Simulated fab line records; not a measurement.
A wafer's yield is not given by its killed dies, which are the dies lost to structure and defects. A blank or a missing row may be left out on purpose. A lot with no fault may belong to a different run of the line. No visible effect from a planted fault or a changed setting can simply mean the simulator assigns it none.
fab line records / flow berkeleyCmos170 / part 2 of 2: steps 25 to 33 of 33
record: lots: 5 wafers: 15 lastDay: 12
route steps=331 shown SPACER@171 PSD@175 NSD@187 BACKSIDE@199
lots that met no fault: from a run of the same line without faults
startH: start of the lot's first displayed wafer, in hours after the record's first day / waitH: hours from the lot's prior step to this one / " the same as in the row above / L1.1+2: a single row standing in for several wafers / - no value present, or no start provided / * or withheld: withheld / < > ~ a bound
route shown NAME@n: a module of which the file shows steps, and the number in the route of the first / usual: mean/standard deviation taken from wafers without a fault / same: alike in all rows / chamber/n: place in a boat / sites: readings site by site / _std_site: the values' standard deviation / _edge_site: the outer-site mean with the inner-site mean subtracted / radiusMm: for every site, how far away it sits from the centre of the wafer / mask NAME#n: copy n / behind: the last tool/chamber to shape the wafer / hold: cause of the lot's hold/its duration in hours/its outcome / device: the n, p or np transistor that did not switch / end of line: tests of these same wafers at the route's end / a step without rows: its recipe alone / killed: the dies lost at the first sort to structure and to defects; this is not the yield of the wafer / map: a wafer's dies, marking killed ones x, the rest . and places with no die _
set.NAME: the setting that was run; set.NAME@STEP: the one run at that earlier step / model.NAME: the simulator's own value behind a step, which no gauge read
a table for each step, a row for each wafer; lots at some steps of the route
services: when a tool's chamber went out of use (startH, in hours from the record's first day, below 0 if earlier), for how many hours, and the reason
== steps ==
step: UCB170_NSD_IMPLANT_08
recipe: species: P doseCm2: 3e+15 energyKev: 40 tiltDeg: 7
usual: tiltDeg: 7.003/0.02
lot.wafer=L080.1 tool=implanter-02 chamber=0 startH=206.08 waitH=0.0 tiltDeg=6.996
lot.wafer=L080.2 tool=implanter-02 chamber=0 startH=206.08 waitH=0.0 tiltDeg=6.995
lot.wafer=L080.6 tool=implanter-02 chamber=0 startH=206.08 waitH=0.0 tiltDeg=6.996
lot.wafer=L088.2 tool=implanter-03 chamber=0 startH=228.83 waitH=0.0 tiltDeg=7.003
lot.wafer=L088.5 tool=implanter-03 chamber=0 startH=228.83 waitH=0.0 tiltDeg=7.017
lot.wafer=L088.6 tool=implanter-03 chamber=0 startH=228.83 waitH=0.0 tiltDeg=7.013
lot.wafer=L087.2 tool=implanter-03 chamber=0 startH=235.88 waitH=0.0 tiltDeg=7.001
lot.wafer=L087.5 tool=implanter-03 chamber=0 startH=235.88 waitH=0.0 tiltDeg=6.996
lot.wafer=L087.6 tool=implanter-03 chamber=0 startH=235.88 waitH=0.0 tiltDeg=6.995
lot.wafer=L092.2 tool=implanter-04 chamber=0 startH=264.80 waitH=0.0 tiltDeg=7.033
lot.wafer=L092.3 tool=implanter-04 chamber=0 startH=264.80 waitH=0.0 tiltDeg=6.998
lot.wafer=L092.6 tool=implanter-04 chamber=0 startH=264.80 waitH=0.0 tiltDeg=6.998
lot.wafer=L094.3 tool=implanter-04 chamber=0 startH=265.10 waitH=0.1 tiltDeg=7.011
lot.wafer=L094.4 tool=implanter-04 chamber=0 startH=265.10 waitH=0.1 tiltDeg=7.008
lot.wafer=L094.6 tool=implanter-04 chamber=0 startH=265.10 waitH=0.1 tiltDeg=7.004
step: UCB170_NSD_STRIP_09
recipe: chemistry: O2 powerW: 400 pressureMtorr: 3500 platenTempC: withheld o2FlowSccm: 400 overashFraction: 0.5
usual: drypumpMotorCurrentA: 5.3/0.38 oesProductAu: 0.534/0.0048 stripTimeToEndpointS: 35.84/0.081
lot.wafer=L080.1 tool=plasmaAsher-04 chamber=1 startH=206.23 waitH=0.1 drypumpMotorCurrentA=6.0 oesProductAu=0.539 rfHoursCounterH=46 stripTimeToEndpointS=35.65
lot.wafer=L080.2 tool=plasmaAsher-04 chamber=0 startH=206.23 waitH=0.1 drypumpMotorCurrentA=5.1 oesProductAu=0.535 rfHoursCounterH=46 stripTimeToEndpointS=35.66
lot.wafer=L080.6 tool=plasmaAsher-04 chamber=0 startH=206.23 waitH=0.1 drypumpMotorCurrentA=5.1 oesProductAu=0.536 rfHoursCounterH=- stripTimeToEndpointS=35.74
lot.wafer=L088.2 tool=plasmaAsher-04 chamber=0 startH=228.95 waitH=0.1 drypumpMotorCurrentA=5.1 oesProductAu=0.530 rfHoursCounterH=48 stripTimeToEndpointS=35.73
lot.wafer=L088.5 tool=plasmaAsher-04 chamber=0 startH=228.95 waitH=0.1 drypumpMotorCurrentA=5.1 oesProductAu=0.526 rfHoursCounterH=- stripTimeToEndpointS=35.83
lot.wafer=L088.6 tool=plasmaAsher-04 chamber=1 startH=228.95 waitH=0.1 drypumpMotorCurrentA=6.0 oesProductAu=0.538 rfHoursCounterH=- stripTimeToEndpointS=35.80
lot.wafer=L087.2 tool=plasmaAsher-03 chamber=1 startH=236.00 waitH=0.1 drypumpMotorCurrentA=5.7 oesProductAu=0.526 rfHoursCounterH=46 stripTimeToEndpointS=35.76
lot.wafer=L087.5 tool=plasmaAsher-03 chamber=1 startH=236.00 waitH=0.1 drypumpMotorCurrentA=5.7 oesProductAu=0.539 rfHoursCounterH=- stripTimeToEndpointS=35.84
lot.wafer=L087.6 tool=plasmaAsher-03 chamber=0 startH=236.00 waitH=0.1 drypumpMotorCurrentA=4.9 oesProductAu=0.527 rfHoursCounterH=- stripTimeToEndpointS=35.79
lot.wafer=L092.2 tool=plasmaAsher-04 chamber=0 startH=264.93 waitH=0.1 drypumpMotorCurrentA=5.1 oesProductAu=0.535 rfHoursCounterH=52 stripTimeToEndpointS=36.00
lot.wafer=L092.3 tool=plasmaAsher-04 chamber=0 startH=264.93 waitH=0.1 drypumpMotorCurrentA=5.1 oesProductAu=0.535 rfHoursCounterH=- stripTimeToEndpointS=36.01
lot.wafer=L092.6 tool=plasmaAsher-04 chamber=1 startH=264.93 waitH=0.1 drypumpMotorCurrentA=5.9 oesProductAu=0.536 rfHoursCounterH=- stripTimeToEndpointS=35.97
lot.wafer=L094.3 tool=plasmaAsher-03 chamber=1 startH=265.24 waitH=0.1 drypumpMotorCurrentA=5.8 oesProductAu=0.535 rfHoursCounterH=- stripTimeToEndpointS=35.82
lot.wafer=L094.4 tool=plasmaAsher-03 chamber=0 startH=265.24 waitH=0.1 drypumpMotorCurrentA=4.9 oesProductAu=0.531 rfHoursCounterH=- stripTimeToEndpointS=35.77
lot.wafer=L094.6 tool=plasmaAsher-03 chamber=1 startH=265.24 waitH=0.1 drypumpMotorCurrentA=5.7 oesProductAu=0.537 rfHoursCounterH=- stripTimeToEndpointS=35.73
step: UCB170_NSD_TW_MEAS_10
usual: NSD_TW: 4220/33
lot.wafer=L080.1 tool=filmMetro-01 chamber=- startH=206.33 waitH=0.1 NSD_TW=4272
lot.wafer=L080.2 tool=filmMetro-01 chamber=- startH=206.33 waitH=0.1 NSD_TW=4260
lot.wafer=L080.6 tool=filmMetro-01 chamber=- startH=206.33 waitH=0.1 NSD_TW=4251
lot.wafer=L088.2 tool=filmMetro-03 chamber=- startH=229.06 waitH=0.1 NSD_TW=4212
lot.wafer=L088.5 tool=filmMetro-03 chamber=- startH=229.06 waitH=0.1 NSD_TW=4214
lot.wafer=L088.6 tool=filmMetro-03 chamber=- startH=229.06 waitH=0.1 NSD_TW=4221
lot.wafer=L087.2 tool=filmMetro-01 chamber=- startH=236.11 waitH=0.1 NSD_TW=4249
lot.wafer=L087.5 tool=filmMetro-01 chamber=- startH=236.11 waitH=0.1 NSD_TW=4262
lot.wafer=L087.6 tool=filmMetro-01 chamber=- startH=236.11 waitH=0.1 NSD_TW=4268
lot.wafer=L092.2 tool=filmMetro-04 chamber=- startH=265.04 waitH=0.1 NSD_TW=4178
lot.wafer=L092.3 tool=filmMetro-04 chamber=- startH=265.04 waitH=0.1 NSD_TW=4177
lot.wafer=L092.6 tool=filmMetro-04 chamber=- startH=265.04 waitH=0.1 NSD_TW=4150
lot.wafer=L094.3 tool=filmMetro-01 chamber=- startH=265.32 waitH=0.1 NSD_TW=4259
lot.wafer=L094.4 tool=filmMetro-01 chamber=- startH=265.32 waitH=0.1 NSD_TW=4243
lot.wafer=L094.6 tool=filmMetro-01 chamber=- startH=265.32 waitH=0.1 NSD_TW=4230
step: UCB170_NSD_CLEAN_11
recipe: chemistry: SPM tempC: 120 timeS: 600
usual: tempC: 120.01/0.14
lot.wafer=L080.1 tool=wetBench-04 chamber=3 startH=206.39 waitH=0.1 tempC=119.80
lot.wafer=L080.2 tool=wetBench-04 chamber=3 startH=206.39 waitH=0.1 tempC=119.98
lot.wafer=L080.6 tool=wetBench-04 chamber=3 startH=206.39 waitH=0.1 tempC=119.89
lot.wafer=L088.2 tool=wetBench-01 chamber=2 startH=229.11 waitH=0.0 tempC=120.06
lot.wafer=L088.5 tool=wetBench-01 chamber=2 startH=229.11 waitH=0.0 tempC=120.09
lot.wafer=L088.6 tool=wetBench-01 chamber=2 startH=229.11 waitH=0.0 tempC=120.08
lot.wafer=L087.2 tool=wetBench-01 chamber=1 startH=236.16 waitH=0.0 tempC=120.20
lot.wafer=L087.5 tool=wetBench-01 chamber=1 startH=236.16 waitH=0.0 tempC=119.87
lot.wafer=L087.6 tool=wetBench-01 chamber=1 startH=236.16 waitH=0.0 tempC=120.03
lot.wafer=L092.2 tool=wetBench-02 chamber=2 startH=265.09 waitH=0.0 tempC=119.97
lot.wafer=L092.3 tool=wetBench-02 chamber=2 startH=265.09 waitH=0.0 tempC=120.18
lot.wafer=L092.6 tool=wetBench-02 chamber=2 startH=265.09 waitH=0.0 tempC=119.72
lot.wafer=L094.3 tool=wetBench-04 chamber=1 startH=265.36 waitH=0.0 tempC=119.94
lot.wafer=L094.4 tool=wetBench-04 chamber=1 startH=265.36 waitH=0.0 tempC=119.74
lot.wafer=L094.6 tool=wetBench-04 chamber=1 startH=265.36 waitH=0.0 tempC=119.81
step: UCB170_BACKSIDE_HMDS_00
recipe: primeTimeS: 60 primeTempC: 100
usual: exhaustPa: 44.9/0.76
lot.wafer=L080.1 tool=lithoTrack-04 chamber=0 startH=206.56 waitH=0.0 exhaustPa=46.1
lot.wafer=L080.2 tool=lithoTrack-04 chamber=0 startH=206.56 waitH=0.0 exhaustPa=45.7
lot.wafer=L080.6 tool=lithoTrack-04 chamber=0 startH=206.56 waitH=0.0 exhaustPa=45.8
lot.wafer=L088.2 tool=lithoTrack-03 chamber=0 startH=229.46 waitH=0.2 exhaustPa=43.9
lot.wafer=L088.5 tool=lithoTrack-03 chamber=0 startH=229.46 waitH=0.2 exhaustPa=45.5
lot.wafer=L088.6 tool=lithoTrack-03 chamber=0 startH=229.46 waitH=0.2 exhaustPa=44.0
lot.wafer=L087.2 tool=lithoTrack-01 chamber=0 startH=236.36 waitH=0.0 exhaustPa=45.7
lot.wafer=L087.5 tool=lithoTrack-01 chamber=0 startH=236.36 waitH=0.0 exhaustPa=46.3
lot.wafer=L087.6 tool=lithoTrack-01 chamber=0 startH=236.36 waitH=0.0 exhaustPa=45.6
lot.wafer=L092.2 tool=lithoTrack-04 chamber=0 startH=265.39 waitH=0.1 exhaustPa=45.2
lot.wafer=L092.3 tool=lithoTrack-04 chamber=0 startH=265.39 waitH=0.1 exhaustPa=45.4
lot.wafer=L092.6 tool=lithoTrack-04 chamber=0 startH=265.39 waitH=0.1 exhaustPa=45.3
lot.wafer=L094.3 tool=lithoTrack-01 chamber=0 startH=266.18 waitH=0.6 exhaustPa=46.4
lot.wafer=L094.4 tool=lithoTrack-01 chamber=0 startH=266.18 waitH=0.6 exhaustPa=44.3
lot.wafer=L094.6 tool=lithoTrack-01 chamber=0 startH=266.18 waitH=0.6 exhaustPa=44.8
step: UCB170_BACKSIDE_COAT_01
recipe: resist: KrF spinRpm: 1500 resistThkNm: 900
usual: exhaustPa: 44.9/0.92
lot.wafer=L080.1 tool=lithoTrack-04 chamber=0 startH=206.71 waitH=0.1 exhaustPa=45.3
lot.wafer=L080.2 tool=lithoTrack-04 chamber=0 startH=206.71 waitH=0.1 exhaustPa=46.1
lot.wafer=L080.6 tool=lithoTrack-04 chamber=0 startH=206.71 waitH=0.1 exhaustPa=45.6
lot.wafer=L088.2 tool=lithoTrack-03 chamber=0 startH=229.61 waitH=0.1 exhaustPa=45.2
lot.wafer=L088.5 tool=lithoTrack-03 chamber=0 startH=229.61 waitH=0.1 exhaustPa=45.0
lot.wafer=L088.6 tool=lithoTrack-03 chamber=0 startH=229.61 waitH=0.1 exhaustPa=44.5
lot.wafer=L087.2 tool=lithoTrack-01 chamber=0 startH=236.51 waitH=0.1 exhaustPa=45.3
lot.wafer=L087.5 tool=lithoTrack-01 chamber=0 startH=236.51 waitH=0.1 exhaustPa=43.2
lot.wafer=L087.6 tool=lithoTrack-01 chamber=0 startH=236.51 waitH=0.1 exhaustPa=43.5
lot.wafer=L092.2 tool=lithoTrack-04 chamber=0 startH=265.54 waitH=0.1 exhaustPa=45.0
lot.wafer=L092.3 tool=lithoTrack-04 chamber=0 startH=265.54 waitH=0.1 exhaustPa=46.4
lot.wafer=L092.6 tool=lithoTrack-04 chamber=0 startH=265.54 waitH=0.1 exhaustPa=45.1
lot.wafer=L094.3 tool=lithoTrack-01 chamber=0 startH=266.33 waitH=0.1 exhaustPa=43.7
lot.wafer=L094.4 tool=lithoTrack-01 chamber=0 startH=266.33 waitH=0.1 exhaustPa=44.7
lot.wafer=L094.6 tool=lithoTrack-01 chamber=0 startH=266.33 waitH=0.1 exhaustPa=44.9
step: UCB170_BACKSIDE_SOFTBAKE_02
recipe: resist: KrF tempC: 130 timeS: 60
usual: exhaustPa: 45.1/0.86 plateTempC: 130.01/0.14
lot.wafer=L080.1 tool=lithoTrack-04 chamber=0 startH=206.86 waitH=0.1 exhaustPa=45.6 plateTempC=130.01
lot.wafer=L080.2 tool=lithoTrack-04 chamber=0 startH=206.86 waitH=0.1 exhaustPa=46.1 plateTempC=129.93
lot.wafer=L080.6 tool=lithoTrack-04 chamber=0 startH=206.86 waitH=0.1 exhaustPa=45.9 plateTempC=129.97
lot.wafer=L088.2 tool=lithoTrack-03 chamber=0 startH=229.76 waitH=0.1 exhaustPa=45.0 plateTempC=129.97
lot.wafer=L088.5 tool=lithoTrack-03 chamber=0 startH=229.76 waitH=0.1 exhaustPa=44.3 plateTempC=129.88
lot.wafer=L088.6 tool=lithoTrack-03 chamber=0 startH=229.76 waitH=0.1 exhaustPa=44.8 plateTempC=130.13
lot.wafer=L087.2 tool=lithoTrack-01 chamber=0 startH=236.66 waitH=0.1 exhaustPa=44.7 plateTempC=129.63
lot.wafer=L087.5 tool=lithoTrack-01 chamber=0 startH=236.66 waitH=0.1 exhaustPa=45.7 plateTempC=130.15
lot.wafer=L087.6 tool=lithoTrack-01 chamber=0 startH=236.66 waitH=0.1 exhaustPa=44.3 plateTempC=130.00
lot.wafer=L092.2 tool=lithoTrack-04 chamber=0 startH=265.69 waitH=0.1 exhaustPa=44.3 plateTempC=130.19
lot.wafer=L092.3 tool=lithoTrack-04 chamber=0 startH=265.69 waitH=0.1 exhaustPa=45.6 plateTempC=130.29
lot.wafer=L092.6 tool=lithoTrack-04 chamber=0 startH=265.69 waitH=0.1 exhaustPa=44.6 plateTempC=130.29
lot.wafer=L094.3 tool=lithoTrack-01 chamber=0 startH=266.48 waitH=0.1 exhaustPa=46.2 plateTempC=129.97
lot.wafer=L094.4 tool=lithoTrack-01 chamber=0 startH=266.48 waitH=0.1 exhaustPa=46.2 plateTempC=130.14
lot.wafer=L094.6 tool=lithoTrack-01 chamber=0 startH=266.48 waitH=0.1 exhaustPa=46.8 plateTempC=129.85
step: UCB170_BACKSIDE_STRIP_03
recipe: chemistry: O2 powerW: 400 pressureMtorr: 3500 platenTempC: withheld o2FlowSccm: 400 overashFraction: 0.5
usual: drypumpMotorCurrentA: 5.5/0.43 oesProductAu: 0.735/0.0045 stripTimeToEndpointS: 22.00/0.07
lot.wafer=L080.1 tool=plasmaAsher-01 chamber=0 startH=207.01 waitH=0.1 drypumpMotorCurrentA=6.2 oesProductAu=0.739 rfHoursCounterH=10 stripTimeToEndpointS=22.01
lot.wafer=L080.2 tool=plasmaAsher-01 chamber=1 startH=207.01 waitH=0.1 drypumpMotorCurrentA=5.6 oesProductAu=0.739 rfHoursCounterH=10 stripTimeToEndpointS=21.95
lot.wafer=L080.6 tool=plasmaAsher-01 chamber=0 startH=207.01 waitH=0.1 drypumpMotorCurrentA=6.3 oesProductAu=0.738 rfHoursCounterH=- stripTimeToEndpointS=21.92
lot.wafer=L088.2 tool=plasmaAsher-02 chamber=1 startH=229.89 waitH=0.1 drypumpMotorCurrentA=5.0 oesProductAu=0.744 rfHoursCounterH=50 stripTimeToEndpointS=21.86
lot.wafer=L088.5 tool=plasmaAsher-02 chamber=1 startH=229.89 waitH=0.1 drypumpMotorCurrentA=5.0 oesProductAu=0.736 rfHoursCounterH=- stripTimeToEndpointS=21.92
lot.wafer=L088.6 tool=plasmaAsher-02 chamber=0 startH=229.89 waitH=0.1 drypumpMotorCurrentA=5.5 oesProductAu=0.736 rfHoursCounterH=- stripTimeToEndpointS=21.93
lot.wafer=L087.2 tool=plasmaAsher-02 chamber=1 startH=236.79 waitH=0.1 drypumpMotorCurrentA=5.0 oesProductAu=0.733 rfHoursCounterH=51 stripTimeToEndpointS=22.22
lot.wafer=L087.5 tool=plasmaAsher-02 chamber=1 startH=236.79 waitH=0.1 drypumpMotorCurrentA=5.0 oesProductAu=0.734 rfHoursCounterH=- stripTimeToEndpointS=22.08
lot.wafer=L087.6 tool=plasmaAsher-02 chamber=0 startH=236.79 waitH=0.1 drypumpMotorCurrentA=5.5 oesProductAu=0.744 rfHoursCounterH=- stripTimeToEndpointS=22.12
lot.wafer=L092.2 tool=plasmaAsher-01 chamber=0 startH=265.81 waitH=0.1 drypumpMotorCurrentA=6.2 oesProductAu=0.727 rfHoursCounterH=17 stripTimeToEndpointS=22.06
lot.wafer=L092.3 tool=plasmaAsher-01 chamber=1 startH=265.81 waitH=0.1 drypumpMotorCurrentA=5.6 oesProductAu=0.727 rfHoursCounterH=- stripTimeToEndpointS=22.03
lot.wafer=L092.6 tool=plasmaAsher-01 chamber=1 startH=265.81 waitH=0.1 drypumpMotorCurrentA=5.6 oesProductAu=0.737 rfHoursCounterH=- stripTimeToEndpointS=22.05
lot.wafer=L094.3 tool=plasmaAsher-01 chamber=1 startH=266.61 waitH=0.1 drypumpMotorCurrentA=5.6 oesProductAu=0.729 rfHoursCounterH=- stripTimeToEndpointS=22.10
lot.wafer=L094.4 tool=plasmaAsher-01 chamber=0 startH=266.61 waitH=0.1 drypumpMotorCurrentA=6.2 oesProductAu=0.735 rfHoursCounterH=- stripTimeToEndpointS=22.06
lot.wafer=L094.6 tool=plasmaAsher-01 chamber=0 startH=266.61 waitH=0.1 drypumpMotorCurrentA=6.2 oesProductAu=0.747 rfHoursCounterH=- stripTimeToEndpointS=22.03
step: UCB170_BACKSIDE_CLEAN_04
recipe: chemistry: SPM tempC: 120 timeS: 600
usual: tempC: 119.99/0.13
lot.wafer=L080.1 tool=wetBench-02 chamber=3 startH=207.11 waitH=0.1 tempC=119.95
lot.wafer=L080.2 tool=wetBench-02 chamber=3 startH=207.11 waitH=0.1 tempC=119.98
lot.wafer=L080.6 tool=wetBench-02 chamber=3 startH=207.11 waitH=0.1 tempC=120.21
lot.wafer=L088.2 tool=wetBench-01 chamber=3 startH=230.13 waitH=0.2 tempC=119.81
lot.wafer=L088.5 tool=wetBench-01 chamber=3 startH=230.13 waitH=0.2 tempC=120.27
lot.wafer=L088.6 tool=wetBench-01 chamber=3 startH=230.13 waitH=0.2 tempC=120.08
lot.wafer=L087.2 tool=wetBench-01 chamber=1 startH=236.90 waitH=0.1 tempC=119.79
lot.wafer=L087.5 tool=wetBench-01 chamber=1 startH=236.90 waitH=0.1 tempC=119.94
lot.wafer=L087.6 tool=wetBench-01 chamber=1 startH=236.90 waitH=0.1 tempC=120.08
lot.wafer=L092.2 tool=wetBench-03 chamber=0 startH=265.91 waitH=0.1 tempC=119.86
lot.wafer=L092.3 tool=wetBench-03 chamber=0 startH=265.91 waitH=0.1 tempC=119.82
lot.wafer=L092.6 tool=wetBench-03 chamber=0 startH=265.91 waitH=0.1 tempC=119.90
lot.wafer=L094.3 tool=wetBench-02 chamber=3 startH=266.68 waitH=0.0 tempC=119.86
lot.wafer=L094.4 tool=wetBench-02 chamber=3 startH=266.68 waitH=0.0 tempC=120.03
lot.wafer=L094.6 tool=wetBench-02 chamber=3 startH=266.68 waitH=0.0 tempC=120.01
== services ==
tool=pecvd-03 chamber=- startH=178.79 hours=0.9 kind=repair
tool=implanter-04 chamber=- startH=186.80 hours=3.3 kind=repair
tool=pecvd-01 chamber=0 startH=193.34 hours=- kind=calibration
tool=pecvd-03 chamber=2 startH=194.62 hours=7.8 kind=repair
tool=rieDiel-04 chamber=2 startH=198.68 hours=5.7 kind=repair
tool=pecvd-01 chamber=- startH=207.23 hours=2.8 kind=pm
tool=implanter-03 chamber=- startH=209.85 hours=1.9 kind=repair
tool=krfScanner-01 chamber=- startH=221.85 hours=0.6 kind=repair
tool=krfScanner-01 chamber=- startH=223.90 hours=0.6 kind=repair
tool=plasmaAsher-02 chamber=- startH=237.96 hours=3.0 kind=repair
tool=furnace-04 chamber=- startH=241.21 hours=3.4 kind=pm
tool=pecvd-01 chamber=- startH=242.50 hours=14.0 kind=pm
tool=pecvd-01 chamber=0 startH=242.50 hours=14.0 kind=ventCycle
tool=pecvd-01 chamber=1 startH=242.50 hours=14.0 kind=ventCycle
tool=pecvd-01 chamber=2 startH=242.50 hours=14.0 kind=ventCycle
tool=pecvd-01 chamber=0 startH=256.50 hours=- kind=clean
tool=pecvd-01 chamber=1 startH=256.50 hours=- kind=clean
tool=pecvd-01 chamber=2 startH=256.50 hours=- kind=clean
tool=rieDiel-02 chamber=- startH=260.25 hours=15.6 kind=pm
